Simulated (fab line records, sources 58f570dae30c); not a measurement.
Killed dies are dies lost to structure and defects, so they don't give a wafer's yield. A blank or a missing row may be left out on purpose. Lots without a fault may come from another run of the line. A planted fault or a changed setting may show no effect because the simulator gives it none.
Which tool did it? | flow berkeley_cmos170 | 11 lots, 33 wafers sampled, at 6 steps of a route of 331

WHAT THE GAUGES READ, wafer by wafer
UCB170_WELLDRIVE_THK_MEAS_02.
lot  | measured    | on            | WELLDRIVE_OXIDE_THK (nm)
L937 | day 3 04:35 | film_metro-01 | 198 195 200
L938 | day 3 11:59 | film_metro-03 | 205 204 207
L939 | day 3 21:06 | film_metro-02 | 203 206 207
L940 | day 3 21:08 | film_metro-03 | 196 199 201
L941 | day 4 16:25 | film_metro-03 | 193 192 193
L951 | day 6 03:23 | film_metro-02 | 197 197 198
L952 | day 6 09:34 | film_metro-03 | 199 197 197
L956 | day 7 13:38 | film_metro-03 | 199 201 199
L957 | day 7 21:15 | film_metro-03 | 198 198 198
L958 | day 8 05:37 | film_metro-02 | 198 199 200
L959 | day 8 05:37 | film_metro-03 | 197 203 198

UCB170_SDANNEAL_RS_MEAS_02: measures by four-point-probe.
lot  | measured     | on            | PSD_RS (ohm/sq)
L937 | day 5 22:14  | film_metro-04 | 76.1 76.1 76.2
L938 | day 6 22:47  | film_metro-01 | 76.0 75.5 75.6
L939 | day 7 08:13  | film_metro-04 | 75.6 75.1 75.2
L940 | day 7 07:48  | film_metro-02 | 75.7 75.4 75.8
L941 | day 8 01:06  | film_metro-02 | 75.3 75.5 75.3
L951 | day 9 14:10  | film_metro-02 | 74.0 73.9 74.0
L952 | day 9 17:14  | film_metro-02 | 74.2 74.1 74.1
L956 | day 10 22:30 | film_metro-04 | 75.7 75.4 75.6
L957 | day 11 01:10 | film_metro-01 | 75.8 75.4 75.3
L958 | day 11 12:16 | film_metro-02 | 76.1 75.5 76.0
L959 | day 11 13:10 | film_metro-02 | 75.3 75.4 75.3

UCB170_V1_THK_MEAS_01.
lot  | measured     | on            | V1_TEOS_THK (nm)
L937 | day 6 10:20  | film_metro-04 | 2004 2032 2037
L938 | day 7 12:59  | film_metro-03 | 1956 1958 1981
L939 | day 7 19:13  | film_metro-04 | 1949 2017 1996
L940 | day 7 19:10  | film_metro-03 | 2018 2028 2016
L941 | day 8 13:16  | film_metro-03 | 1984 2031 1995
L951 | day 10 07:41 | film_metro-03 | 1989 2005 2015
L952 | day 10 07:51 | film_metro-04 | 1978 2006 2066
L956 | day 11 11:32 | film_metro-02 | 2000 1979 2035
L957 | day 11 11:25 | film_metro-04 | 1994 1972 2014
L958 | day 12 00:46 | film_metro-04 | 1998 1960 1998
L959 | day 12 00:46 | film_metro-03 | 2015 2033 2021

WHICH TOOL RAN EACH LOT (tool, then ch and the chambers of the sampled wafers, then the start)
lot  | UCB170_PWELL_ETCH_14              | UCB170_PSD_IMPLANT_08           | UCB170_PSD_STRIP_09
L937 | rie_diel-03 ch 1,2,3, day 2 19:13 | implanter-02 ch 0, day 5 18:48  | plasma_asher-02 ch 0,1, day 5 18:55
L938 | rie_diel-02 ch 1,2,3, day 3 02:17 | implanter-04 ch 0, day 6 18:47  | plasma_asher-02 ch 0,1, day 6 18:56
L939 | rie_diel-03 ch 1,2,3, day 3 09:48 | implanter-04 ch 0, day 7 04:25  | plasma_asher-01 ch 0,1, day 7 04:34
L940 | rie_diel-02 ch 0,1, day 3 09:50   | implanter-03 ch 0, day 7 04:22  | plasma_asher-02 ch 0,1, day 7 04:28
L941 | rie_diel-04 ch 0,1, day 4 07:31   | implanter-04 ch 0, day 7 20:04  | plasma_asher-02 ch 0,1, day 7 20:12
L951 | rie_diel-03 ch 0,1,2, day 5 16:28 | implanter-03 ch 0, day 9 08:26  | plasma_asher-01 ch 0,1, day 9 08:33
L952 | rie_diel-02 ch 0,2, day 5 22:05   | implanter-03 ch 0, day 9 14:19  | plasma_asher-03 ch 0,1, day 9 14:26
L956 | rie_diel-03 ch 1,3, day 7 00:32   | implanter-04 ch 0, day 10 17:45 | plasma_asher-01 ch 0,1, day 10 17:54
L957 | rie_diel-02 ch 0,1,2, day 7 09:35 | implanter-02 ch 0, day 10 22:10 | plasma_asher-03 ch 0,1, day 10 22:16
L958 | rie_diel-03 ch 1,3, day 7 15:43   | implanter-04 ch 0, day 11 08:53 | plasma_asher-01 ch 0,1, day 11 09:02
L959 | rie_diel-04 ch 0,1,2, day 7 18:19 | implanter-04 ch 0, day 11 09:22 | plasma_asher-03 ch 0,1, day 11 09:31
- UCB170_PWELL_ETCH_14: etches Si3N4 in CH3F/Ar/O2, stops on SiO2, target depth 242 nm, time 151 s.
- UCB170_PSD_IMPLANT_08
- UCB170_PSD_STRIP_09: strips in O2.

WHAT THE TOOLS THEMSELVES READ (means of the sampled wafers that have a number; where no wafer has one, the mark that the record gives instead)
UCB170_PWELL_ETCH_14.
lot  | tool        | drypump_motor_current_A (A) | oes_product_au (a.u.) | throttle_valve_pct (%)
L937 | rie_diel-03 | 6.1                         | 0.951                 | 8.05
L938 | rie_diel-02 | 6.3                         | 0.935                 | 7.97
L939 | rie_diel-03 | 6.0                         | 0.952                 | 8.05
L940 | rie_diel-02 | 6.1                         | 0.944                 | 8.09
L941 | rie_diel-04 | 5.5                         | 0.931                 | 8.07
L951 | rie_diel-03 | 6.0                         | 0.943                 | 8.08
L952 | rie_diel-02 | 6.0                         | 0.934                 | 8.10
L956 | rie_diel-03 | 6.2                         | 0.942                 | 8.07
L957 | rie_diel-02 | 6.1                         | 0.945                 | 8.03
L958 | rie_diel-03 | 6.0                         | 0.955                 | 8.03
L959 | rie_diel-04 | 5.6                         | 0.945                 | 8.11

UCB170_PSD_IMPLANT_08.
lot  | tool         | beam_energy_keV | end_station_pressure_torr (Torr)
L937 | implanter-02 | 20.002          | 1.23e-05
L938 | implanter-04 | 19.995          | 1.23e-05
L939 | implanter-04 | 20.005          | 1.30e-05
L940 | implanter-03 | 20.005          | 1.28e-05
L941 | implanter-04 | 20.008          | 1.20e-05
L951 | implanter-03 | 21.494          | 1.22e-05
L952 | implanter-03 | 21.504          | 1.25e-05
L956 | implanter-04 | 19.999          | 1.24e-05
L957 | implanter-02 | 20.007          | 1.30e-05
L958 | implanter-04 | 19.994          | 1.26e-05
L959 | implanter-04 | 20.013          | 1.28e-05

UCB170_PSD_STRIP_09.
lot  | tool            | drypump_motor_current_A (A) | oes_product_au (a.u.) | strip_time_to_endpoint_s (s)
L937 | plasma_asher-02 | 6.0                         | 0.603                 | 29.44
L938 | plasma_asher-02 | 5.7                         | 0.602                 | 29.44
L939 | plasma_asher-01 | 5.8                         | 0.602                 | 29.48
L940 | plasma_asher-02 | 5.7                         | 0.598                 | 29.51
L941 | plasma_asher-02 | 6.0                         | 0.599                 | 29.42
L951 | plasma_asher-01 | 5.5                         | 0.591                 | 30.21
L952 | plasma_asher-03 | 6.0                         | 0.589                 | 30.16
L956 | plasma_asher-01 | 5.7                         | 0.600                 | 29.46
L957 | plasma_asher-03 | 6.0                         | 0.603                 | 29.54
L958 | plasma_asher-01 | 5.8                         | 0.600                 | 29.28
L959 | plasma_asher-03 | 6.0                         | 0.600                 | 29.29

THE ANSWER, worked out from the rows above alone
Rule: what is usual is taken from the lots themselves. Put in order of their means at a reading, lots are off if they are a third of the lots or fewer, leave a main group of 4 or more, and stand apart from it by a gap of 3 or more times the standard deviation of the main group's means; of several such gaps the widest counts. A main group whose means are all the same, to the digits that the tables above print for the reading, isn't used. A lot without any number at a reading at which 4 lots or more have one is off too. The other lots that the step has rows for count as sound. The gauges are gone through in route order, then the tools' own readings, and for those a lot's mean is taken as printed above. The first step at which some lot is off is used, and at that step the reading that is off furthest; a lot without a number counts as furthest.
Off: L951, L952, at UCB170_SDANNEAL_RS_MEAS_02 (PSD_RS). The main group: mean 75.6 ohm/sq, standard deviation 0.26.
A tool fits if, at a process step before that reading, it ran every lot that is off, and no sound lot after the first of them. The gauges at UCB170_SDANNEAL_RS_MEAS_02 aren't tried: what is off there is off at UCB170_PSD_IMPLANT_08 too, on other tools, and a gauge's error can't cause that. One fits: implanter-03 at UCB170_PSD_IMPLANT_08. Its last sound lot is L940 (day 7 04:22), its first lot that is off L951 (day 9 08:26): a fault that began between those two fits.
The tool's own readings at UCB170_PSD_IMPLANT_08 bear it out: on the lots that are off they differ by more than 5 times the standard deviation of the sound lots' means. beam_energy_keV reads 21.499 there against 20.003 on the sound lots.

WHAT THE SIMULATOR HAD PUT IN
Process parameter drift: implanter-03, from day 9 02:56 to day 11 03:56, at UCB170_PSD_IMPLANT_08. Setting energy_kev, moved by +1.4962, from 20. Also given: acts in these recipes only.
Lots struck among those shown: L951, L952. The rule above found the same.
